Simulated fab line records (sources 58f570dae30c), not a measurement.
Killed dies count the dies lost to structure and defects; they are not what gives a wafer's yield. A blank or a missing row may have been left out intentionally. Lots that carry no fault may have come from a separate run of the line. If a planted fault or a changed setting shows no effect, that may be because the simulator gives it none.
Which tool was responsible? -- flow berkeleyCmos170 -- 14 lots, 42 wafers sampled, at 3 steps of a route of 331

## WHAT THE GAUGES SHOWED, per wafer
UCB170_SILICIDE_RS_MEAS_02: the measuring method here is four-point-probe. Usual: for SILICIDE_TI_RS the level is 26.0 ohm/sq and the standard deviation is 0.37.
lot,measured,on,SILICIDE_TI_RS (ohm/sq),flag
L665,day 7 08:14,filmMetro-03,26.4 26.0 26.2,
L663,day 7 08:25,filmMetro-04,25.5 25.4 25.6,
L666,day 7 08:25,filmMetro-03,25.9 26.1 26.0,
L669,day 8 07:37,filmMetro-03,26.5 25.9 26.2,
L668,day 8 08:50,filmMetro-03,26.2 25.9 25.9,
L674,day 9 04:23,filmMetro-04,25.6 25.8 25.9,
L673,day 9 04:51,filmMetro-03,25.6 25.4 25.8,
L676,day 9 22:55,filmMetro-04,21.2 20.8 21.2,OFF
L678,day 9 23:23,filmMetro-03,25.5 25.5 25.5,
L679,day 10 10:59,filmMetro-03,21.3 21.3 21.3,OFF
L682,day 10 16:31,filmMetro-03,26.8 26.6 26.6,
L683,day 10 17:00,filmMetro-01,25.6 25.8 25.5,
L685,day 11 10:38,filmMetro-03,25.6 25.5 25.8,
L684,day 11 10:41,filmMetro-01,26.4 26.2 26.3,

UCB170_SILICIDE_THK_MEAS_03: measures by xrf. Usual: for SILICIDE_TI_THK the level is 29.9 nm and the standard deviation is 0.35.
lot,measured,on,SILICIDE_TI_THK (nm),flag
L665,day 7 08:20,filmMetro-03,29.5 29.8 29.7,
L663,day 7 08:31,filmMetro-04,30.4 30.4 30.3,
L666,day 7 08:31,filmMetro-03,29.9 29.7 29.8,
L669,day 8 07:42,filmMetro-03,29.3 29.9 29.7,
L668,day 8 08:56,filmMetro-03,29.7 30.0 29.9,
L674,day 9 04:30,filmMetro-04,30.3 30.1 30.0,
L673,day 9 04:58,filmMetro-03,30.3 30.5 30.0,
L676,day 9 23:02,filmMetro-04,35.6 36.1 35.7,OFF
L678,day 9 23:29,filmMetro-03,30.3 30.5 30.3,
L679,day 10 11:06,filmMetro-03,35.8 35.7 35.8,OFF
L682,day 10 16:37,filmMetro-03,29.3 29.4 29.5,
L683,day 10 17:05,filmMetro-01,30.4 30.3 30.4,
L685,day 11 10:44,filmMetro-03,30.5 30.6 30.4,
L684,day 11 10:47,filmMetro-01,29.9 29.7 29.8,

## EACH LOT AND THE TOOL THAT RAN IT (in order: tool; ch and the chambers of the sampled wafers; start)
lot,UCB170_SILICIDE_SPUTTER_01
L665,"pvdSputter-01, day 7 08:11"
L663,"pvdSputter-03, day 7 08:21"
L666,"pvdSputter-04, day 7 08:22"
L669,"pvdSputter-03, day 8 07:31"
L668,"pvdSputter-03, day 8 08:47"
L674,"pvdSputter-03, day 9 04:20"
L673,"pvdSputter-01, day 9 04:47"
L676,"pvdSputter-03, day 9 22:52"
L678,"pvdSputter-01, day 9 23:19"
L679,"pvdSputter-03, day 10 10:57"
L682,"pvdSputter-04, day 10 16:26"
L683,"pvdSputter-01, day 10 16:55"
L685,"pvdSputter-01, day 11 10:34"
L684,"pvdSputter-04, day 11 10:38"
- UCB170_SILICIDE_SPUTTER_01: material Ti, target thk 30 nm, time 25 s.

## AS READ BY THE TOOLS THEMSELVES (means over the sampled wafers that have a number; for cases with no such wafer, the mark the record gives instead)
UCB170_SILICIDE_SPUTTER_01. Usual: throttleValvePct reads 29.9 % (standard deviation 0.91).
lot,tool,throttleValvePct (%),flag
L665,pvdSputter-01,30.4,
L663,pvdSputter-03,29.5,
L666,pvdSputter-04,30.7,
L669,pvdSputter-03,29.1,
L668,pvdSputter-03,29.1,
L674,pvdSputter-03,29.4,
L673,pvdSputter-01,30.1,
L676,pvdSputter-03,29.4,
L678,pvdSputter-01,29.9,
L679,pvdSputter-03,29.0,
L682,pvdSputter-04,30.3,
L683,pvdSputter-01,29.7,
L685,pvdSputter-01,30.0,
L684,pvdSputter-04,30.1,

## THE ANSWER, worked out from the rows above alone
Rule: lot off if the mean of its wafers having a number is beyond 3 standard deviations from the usual mean. A lot without any number at a reading at which 4 lots or more have one is off too. All remaining lots with rows at the step are treated as sound. Order of review: gauges by route order, followed by the tools' own readings, for which a lot's mean as printed above is used. The first step at which some lot is off is used, and at that step the reading that is off furthest; a lot without a number counts as furthest.
Off: at UCB170_SILICIDE_RS_MEAS_02 (SILICIDE_TI_RS), L676, L679.
If a tool, at a process step before that reading, ran all the lots that are off and no sound lot after the first of them, it fits. Those tools and the gauges at UCB170_SILICIDE_RS_MEAS_02 are tried in the same way. One fits: pvdSputter-03 at UCB170_SILICIDE_SPUTTER_01. Its last sound lot is L674 (day 9 04:20), its first lot that is off L676 (day 9 22:52): a fault that began between those two fits.

## WHAT WAS PUT IN BY THE SIMULATOR
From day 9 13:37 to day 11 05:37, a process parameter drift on pvdSputter-03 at UCB170_SILICIDE_SPUTTER_01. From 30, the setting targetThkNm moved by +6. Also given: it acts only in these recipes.
Struck lots among those shown: L676, L679. Same finding as the rule above.
